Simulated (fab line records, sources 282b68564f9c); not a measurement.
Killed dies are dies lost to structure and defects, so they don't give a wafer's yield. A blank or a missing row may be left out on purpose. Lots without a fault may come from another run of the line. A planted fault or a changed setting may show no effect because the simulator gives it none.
A struck lot beside a sound one | flow rit_cmos | 20 steps out of a route of 202
Sound: wafers L857.1, L857.2, L857.5. Struck: wafers L862.3, L862.5, L862.6. The cause comes at the end.
At each step with rows: each side's tool, then ch and its chambers, then its first start. Under that, the readings that differ: sound wafers | struck wafers | difference of the means | sigmas: that difference in standard deviations of wafers without a fault.
alike: readings whose means differ by less than 2 such deviations, and words and numbers that are the same on both sides. not compared: withheld readings, readings that some wafer has no value for, bounds like >300 that may hide the same value, and numbers for which the record gives no deviation and whose values overlap.
The two part at a step that has a row with sigmas, a row that says differs or no value, or rows on one side only. Numbers that don't overlap but have no deviation are shown without sigmas and don't part them. A reading that every wafer of one side lacks parts them only if that side has two wafers or more.

first, 2 steps without rows for these wafers: RIT_NLDD_PEB_04; RIT_NLDD_DEVELOP_05 (develop time 50 s).
RIT_NLDD_OVL_MEAS_06:
  sound on overlay-01, day 4 01:03; struck on overlay-02, day 5 02:15
  alike: NLDD_OVL
then, 2 steps without rows for these wafers: RIT_NLDD_HARDBAKE_07 (time 60 s); RIT_NLDD_IMPLANT_08.
RIT_NLDD_STRIP_09: strips in O2, time 180 s.
  sound on plasma_asher-01 ch 0,1, day 4 01:23; struck on plasma_asher-03 ch 0,1, day 5 02:38
  alike: drypump_motor_current_A
  not compared: rf_hours_counter_h
RIT_NLDD_TW_MEAS_10:
  sound on film_metro-04, day 4 01:34; struck on film_metro-03, day 5 02:46
  reading | sound          | struck         | difference | sigmas
  NLDD_TW | 2479 2478 2492 | 2419 2409 2417 | -68        | -2
then, 5 steps without rows for these wafers: RIT_PLDD_HMDS_00 (prime time 60 s); RIT_PLDD_COAT_01 (resist thk 1000 nm); RIT_PLDD_SOFTBAKE_02 (time 60 s); RIT_PLDD_EXPOSE_03 (exposes mask M8, target cd 40900 nm); RIT_PLDD_PEB_04.
RIT_PLDD_DEVELOP_05: develop time 50 s.
  sound on litho_track-03 ch 0, day 4 02:00; struck on litho_track-03 ch 0, day 5 03:00
  alike: exhaust_pa
RIT_PLDD_OVL_MEAS_06:
  sound on overlay-01, day 4 02:36; struck on overlay-02, day 5 03:48
  alike: PLDD_OVL
then, 2 steps without rows for these wafers: RIT_PLDD_HARDBAKE_07 (time 60 s); RIT_PLDD_IMPLANT_08.
RIT_PLDD_STRIP_09: strips in O2, time 180 s.
  sound on plasma_asher-01 ch 0,1, day 4 02:56; struck on plasma_asher-04 ch 0,1, day 5 04:11
  alike: drypump_motor_current_A
  not compared: rf_hours_counter_h
RIT_PLDD_TW_MEAS_10:
  sound on film_metro-02, day 4 03:07; struck on film_metro-02, day 5 04:19
  reading | sound          | struck   | difference | sigmas
  PLDD_TW | 2297 2302 2291 | 29 29 30 | -2267      | -91
then, 1 step without rows for these wafers: RIT_SPACER_CLEAN_00 (cleans in SC1, time 600 s).
RIT_M1_PROBE_99:
  the record has rows for the struck wafers here (prober-02, day 5 18:05) and none for the sound ones

WHERE THEY PART
First at RIT_NLDD_TW_MEAS_10; last, within this record, at RIT_M1_PROBE_99.

WHY: what the simulator had put in
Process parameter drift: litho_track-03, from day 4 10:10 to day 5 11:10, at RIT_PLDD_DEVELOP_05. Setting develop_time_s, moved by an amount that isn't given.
